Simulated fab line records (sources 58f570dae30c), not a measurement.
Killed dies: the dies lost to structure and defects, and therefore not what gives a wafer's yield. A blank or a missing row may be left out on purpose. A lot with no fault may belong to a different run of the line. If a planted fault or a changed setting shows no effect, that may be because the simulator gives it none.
Split-lot study ; flow berkeley cmos170 ; 5 lots, 23 wafers read, on a route of 331 steps

## SPLIT DETAILS
At UCB170_START_OXIDATION_02 (target thk 20 nm, ox time 1800 s), the setting temp c was moved away from the recipe's 950 C on 15 of the 23 wafers read, by -1.3% to +1.7%. The other wafers ran this setting at the recipe's value.

The file shows no step between the split and the reading.

## THE READING
START_OXIDE_THK, in nm, at UCB170_START_THK_MEAS_03. Fault-free wafers of this fab line usually give 19.86 nm, standard deviation 0.24 nm.

wafer;tool, chamber at the split;temp c as run, C;against the recipe;START_OXIDE_THK, nm;against lot-mates on the recipe
L076.1;-, -;957.7;+0.8%;21.90;no lot-mate on the recipe
L076.2;-, -;957.7;+0.8%;21.80;no lot-mate on the recipe
L076.3;-, -;957.7;+0.8%;21.78;no lot-mate on the recipe
L076.4;-, -;957.7;+0.8%;22.04;no lot-mate on the recipe
L076.5;-, -;957.7;+0.8%;21.62;no lot-mate on the recipe
L082.1;-, -;950;recipe;19.56;-
L082.2;-, -;950;recipe;19.77;-
L082.3;-, -;950;recipe;19.76;-
L082.5;-, -;950;recipe;19.97;-
L082.6;-, -;950;recipe;19.86;-
L083.1;-, -;966;+1.7%;23.45;no lot-mate on the recipe
L083.2;-, -;966;+1.7%;23.56;no lot-mate on the recipe
L083.3;-, -;966;+1.7%;23.29;no lot-mate on the recipe
L083.4;-, -;966;+1.7%;23.74;no lot-mate on the recipe
L083.6;-, -;966;+1.7%;23.83;no lot-mate on the recipe
L084.2;furnace-02, 0;950;recipe;19.34;-
L084.3;furnace-02, 0;950;recipe;19.53;-
L084.4;furnace-02, 0;950;recipe;19.83;-
L085.1;-, -;937.4;-1.3%;16.85;no lot-mate on the recipe
L085.3;-, -;937.4;-1.3%;17.25;no lot-mate on the recipe
L085.4;-, -;937.4;-1.3%;17.45;no lot-mate on the recipe
L085.5;-, -;937.4;-1.3%;17.42;no lot-mate on the recipe
L085.6;-, -;937.4;-1.3%;17.19;no lot-mate on the recipe

FIT RESULTS
A straight line over all 23 wafers: START_OXIDE_THK changes by +2.14 nm for each +1% of temp c; r = +0.99; the points scatter about the line by 0.26 nm.
Too few moved wafers have a lot-mate on the recipe to fit a line with each lot's own level taken away.

## THE WHOLE CHAIN: every reading that the file lists as answering this split, in the file's order
step;what it does;reading;change (the file's fit);r (the file's)
UCB170_START_OXIDATION_02;target thk 20 nm, ox time 1800 s;SiO2_of_START_OXIDATION_02.thk nm (the simulator's own value, which no gauge read);+2.14 nm for each +1% of the setting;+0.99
UCB170_START_THK_MEAS_03;;START_OXIDE_THK;+2.14 for each +1% of the setting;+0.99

## FILE'S OWN FIT
START_OXIDE_THK changes by +2.14 nm for each +1% of temp c, r = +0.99.
